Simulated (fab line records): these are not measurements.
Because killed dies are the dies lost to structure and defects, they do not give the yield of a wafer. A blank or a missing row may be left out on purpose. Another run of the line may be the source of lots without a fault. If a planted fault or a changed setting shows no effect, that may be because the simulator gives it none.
Which tool is to blame? :: flow ritCmos :: 13 lots, 39 wafers sampled, at 2 steps of a route of 202

== WHAT THE GAUGES READ, wafer by wafer ==
The record holds no reading of a measuring or inspecting step that can be judged against a usual standard deviation.

== WHAT TOOL EACH LOT RAN ON (gives the tool, then ch and the chambers of the sampled wafers, and finally the start) ==
lot: L555
RIT_NRETRO_DEVELOP_05: lithoTrack-02 ch 0, day 2 06:00
RIT_M1_PROBE_99: -

lot: L556
RIT_NRETRO_DEVELOP_05: lithoTrack-02 ch 0, day 2 12:00
RIT_M1_PROBE_99: -

lot: L557
RIT_NRETRO_DEVELOP_05: lithoTrack-03 ch 0, day 2 17:00
RIT_M1_PROBE_99: -

lot: L558
RIT_NRETRO_DEVELOP_05: lithoTrack-02 ch 0, day 2 22:00
RIT_M1_PROBE_99: -

lot: L559
RIT_NRETRO_DEVELOP_05: lithoTrack-02 ch 0, day 3 03:00
RIT_M1_PROBE_99: -

lot: L560
RIT_NRETRO_DEVELOP_05: lithoTrack-03 ch 0, day 3 07:00
RIT_M1_PROBE_99: -

lot: L561
RIT_NRETRO_DEVELOP_05: lithoTrack-02 ch 0, day 3 14:00
RIT_M1_PROBE_99: -

lot: L562
RIT_NRETRO_DEVELOP_05: lithoTrack-04 ch 0, day 3 21:00
RIT_M1_PROBE_99: -

lot: L563
RIT_NRETRO_DEVELOP_05: lithoTrack-04 ch 0, day 4 02:00
RIT_M1_PROBE_99: -

lot: L564
RIT_NRETRO_DEVELOP_05: lithoTrack-04 ch 0, day 4 03:00
RIT_M1_PROBE_99: -

lot: L572
RIT_NRETRO_DEVELOP_05: lithoTrack-03 ch 0, day 5 19:00
RIT_M1_PROBE_99: -

lot: L575
RIT_NRETRO_DEVELOP_05: lithoTrack-03 ch 0, day 6 14:00
RIT_M1_PROBE_99: -

lot: L578
RIT_NRETRO_DEVELOP_05: lithoTrack-04 ch 0, day 7 03:00
RIT_M1_PROBE_99: prober-01, day 8 08:14
- RIT_NRETRO_DEVELOP_05: develop time 68 s.
- RIT_M1_PROBE_99

== WHAT THE TOOLS THEMSELVES READ (means of the sampled wafers that have a number; where no wafer has one, the mark that the record gives instead) ==
RIT_NRETRO_DEVELOP_05. Usual: developerTempC 23.01 C, standard deviation 0.11; exhaustPa 44.9 Pa, standard deviation 0.85.
lot: L555
tool: lithoTrack-02
developerTempC (C): 22.91
exhaustPa (Pa): 44.8
flag: 

lot: L556
tool: lithoTrack-02
developerTempC (C): 23.03
exhaustPa (Pa): 44.7
flag: 

lot: L557
tool: lithoTrack-03
developerTempC (C): 23.06
exhaustPa (Pa): 45.8
flag: 

lot: L558
tool: lithoTrack-02
developerTempC (C): 22.93
exhaustPa (Pa): 44.4
flag: 

lot: L559
tool: lithoTrack-02
developerTempC (C): 23.01
exhaustPa (Pa): 43.9
flag: 

lot: L560
tool: lithoTrack-03
developerTempC (C): 22.96
exhaustPa (Pa): 44.9
flag: 

lot: L561
tool: lithoTrack-02
developerTempC (C): 22.99
exhaustPa (Pa): 45.9
flag: 

lot: L562
tool: lithoTrack-04
developerTempC (C): 23.03
exhaustPa (Pa): 45.5
flag: 

lot: L563
tool: lithoTrack-04
developerTempC (C): 23.01
exhaustPa (Pa): 44.6
flag: 

lot: L564
tool: lithoTrack-04
developerTempC (C): 23.04
exhaustPa (Pa): 45.5
flag: 

lot: L572
tool: lithoTrack-03
developerTempC (C): 24.04
exhaustPa (Pa): 45.4
flag: OFF

lot: L575
tool: lithoTrack-03
developerTempC (C): 23.85
exhaustPa (Pa): 44.2
flag: OFF

lot: L578
tool: lithoTrack-04
developerTempC (C): 23.02
exhaustPa (Pa): 44.5
flag: 

RIT_M1_PROBE_99. Usual: killed_at_M0_to_M3 0.0, standard deviation 0.2; killedAtContacts 0.1, standard deviation 0.25; killedAtFrontEnd 6, standard deviation 3.1; killedDies 6, standard deviation 3.1; killedOpen 2.9, standard deviation 2; killedShort 3.3, standard deviation 2.
lot: L578
tool: prober-01
killed_at_M0_to_M3: 0.0
killedAtContacts: 0.0
killedAtFrontEnd: 5
killedDies: 5
killedOpen: 1.3
killedShort: 3.3
flag: 

== THE ANSWER, worked out from the rows above alone ==
Rule: a lot counts as off when the mean over its wafers that have a number is more than 3 standard deviations away from the usual mean. A lot without any number at a reading at which 4 lots or more have one is off too. All remaining lots with rows at the step are treated as sound. Order of review: gauges by route order, followed by the tools' own readings, for which a lot's mean as printed above is used. The first step at which some lot is off is used, and at that step the reading that is off furthest; a lot without a number counts as furthest.
Off: L572, L575, at RIT_NRETRO_DEVELOP_05 (developerTempC).
If a tool, at that step or one of the process steps before it, ran each lot that is off and ran no sound lot following the first of them, it fits. One candidate fits, namely lithoTrack-03 at RIT_NRETRO_DEVELOP_05. Its last sound lot is L560 (day 3 07:00), its first lot that is off L572 (day 5 19:00): a fault that began between those two fits.
On the lots that are off, the tool's own readings at RIT_NRETRO_DEVELOP_05 differ by more than 5 times the standard deviation of the sound lots' means, which bears it out; developerTempC reads 23.95 C there versus 23.00 C on the sound lots.

== WHAT WAS PUT IN BY THE SIMULATOR ==
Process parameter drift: lithoTrack-03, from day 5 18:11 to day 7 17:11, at RIT_NRETRO_DEVELOP_05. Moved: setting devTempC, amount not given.
Struck lots among those shown: L572, L575. This agrees with what the rule above found.
